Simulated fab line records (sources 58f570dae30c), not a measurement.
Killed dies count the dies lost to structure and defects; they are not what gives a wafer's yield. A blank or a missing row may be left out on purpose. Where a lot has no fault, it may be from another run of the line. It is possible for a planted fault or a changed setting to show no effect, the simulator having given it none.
Lot-split experiment ; flow berkeley_cmos170 ; 23 wafers read across 5 lots, on a route 331 steps long

ABOUT THE SPLIT
At UCB170_V1_COAT_07 (resist thk 900 nm), the setting spin_rpm was moved away from the recipe's 1500 rpm on 4 of the 23 wafers read, by +2.2% to +5.0%. All remaining wafers had this setting at the recipe value.

FROM THE SPLIT TO THE READING: what the file shows between them, 2 steps
- UCB170_V1_SOFTBAKE_08: time 60 s
- UCB170_V1_EXPOSE_09: exposes mask VIA1, target cd 700 nm

THE READING
KrF_of_V1_COAT_07.thk_nm (the simulator's own value, which no gauge read), in nm, at UCB170_V1_ETCH_14 (etches SiO2 in CHF3/CF4/Ar, stops on Al, target depth 1250 nm, time 291 s). There is no usual value for it anywhere in the file. Here, 19 wafers ran the recipe; their average is 612.8 nm with a standard deviation of 4.3 nm.

wafer;tool, chamber at the split;spin_rpm as run, rpm;against the recipe;KrF_of_V1_COAT_07.thk_nm, nm;against lot-mates on the recipe
L074.1;litho_track-03, 0;1500;recipe;613;-
L074.2;litho_track-03, 0;1575;+5.0%;591;-23.5
L074.3;litho_track-03, 0;1575;+5.0%;592;-22.5
L074.4;litho_track-03, 0;1500;recipe;620.6;-
L074.6;litho_track-03, 0;1500;recipe;610;-
L078.1;litho_track-04, 0;1500;recipe;616.6;-
L078.2;litho_track-04, 0;1533;+2.2%;602.3;-9.7
L078.3;litho_track-04, 0;1500;recipe;609.1;-
L078.4;litho_track-04, 0;1533;+2.2%;602.7;-9.3
L078.5;litho_track-04, 0;1500;recipe;610.3;-
L081.3;litho_track-01, 0;1500;recipe;608;-
L081.5;litho_track-01, 0;1500;recipe;604.4;-
L081.6;litho_track-01, 0;1500;recipe;611.6;-
L084.2;litho_track-01, 0;1500;recipe;618.6;-
L084.3;litho_track-01, 0;1500;recipe;609.1;-
L084.4;litho_track-01, 0;1500;recipe;617.4;-
L084.5;litho_track-01, 0;1500;recipe;609.4;-
L084.6;litho_track-01, 0;1500;recipe;614;-
L083.1;litho_track-03, 0;1500;recipe;611.6;-
L083.3;litho_track-03, 0;1500;recipe;611.2;-
L083.4;litho_track-03, 0;1500;recipe;618.7;-
L083.5;litho_track-03, 0;1500;recipe;618.7;-
L083.6;litho_track-03, 0;1500;recipe;611.5;-

FIT RESULTS
A straight line over all 23 wafers: KrF_of_V1_COAT_07.thk_nm changes by -4.33 nm for each +1% of spin_rpm; r = -0.85; the points scatter about the line by 4.1 nm.
The same after taking each lot's own level away (the mean of its wafers on the recipe; 23 wafers): -4.57 nm for each +1%; r = -0.90; scatter 3.5 nm.
On that fit, the largest move of spin_rpm shifts the reading by 23 nm.
Measured against the standard deviation above, the lots' own levels, which go from 608.00 to 614.53 nm, span 1.5 times it.
The two slopes agree, so the slope changes little with the lot-to-lot level.
Check: for one of the wafers moved furthest among these (+5.0%), held out of the fit, the line's prediction against its lot-mates is -22.3 nm. Against them it came out at -23.5 nm.

THE WHOLE CHAIN: every reading that the file lists as answering this split, in the file's order
step;what it does;reading;change (the file's fit);r (the file's)
UCB170_V1_COAT_07;resist thk 900 nm;KrF_of_V1_COAT_07.thk_nm (the simulator's own value, which no gauge read);-3.99 nm for each +1% of the setting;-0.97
UCB170_V1_ETCH_14;etches SiO2 in CHF3/CF4/Ar, stops on Al, target depth 1250 nm, time 291 s;KrF_of_V1_COAT_07.thk_nm (the simulator's own value, which no gauge read);-4.56 nm for each +1% of the setting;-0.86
UCB170_V1_STRIP_15;strips in O2;strip_time_to_endpoint_s;withheld for each +1% of the setting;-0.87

FILE'S OWN FIT
KrF_of_V1_COAT_07.thk_nm changes by -4.56 nm for each +1% of spin_rpm, r = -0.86.
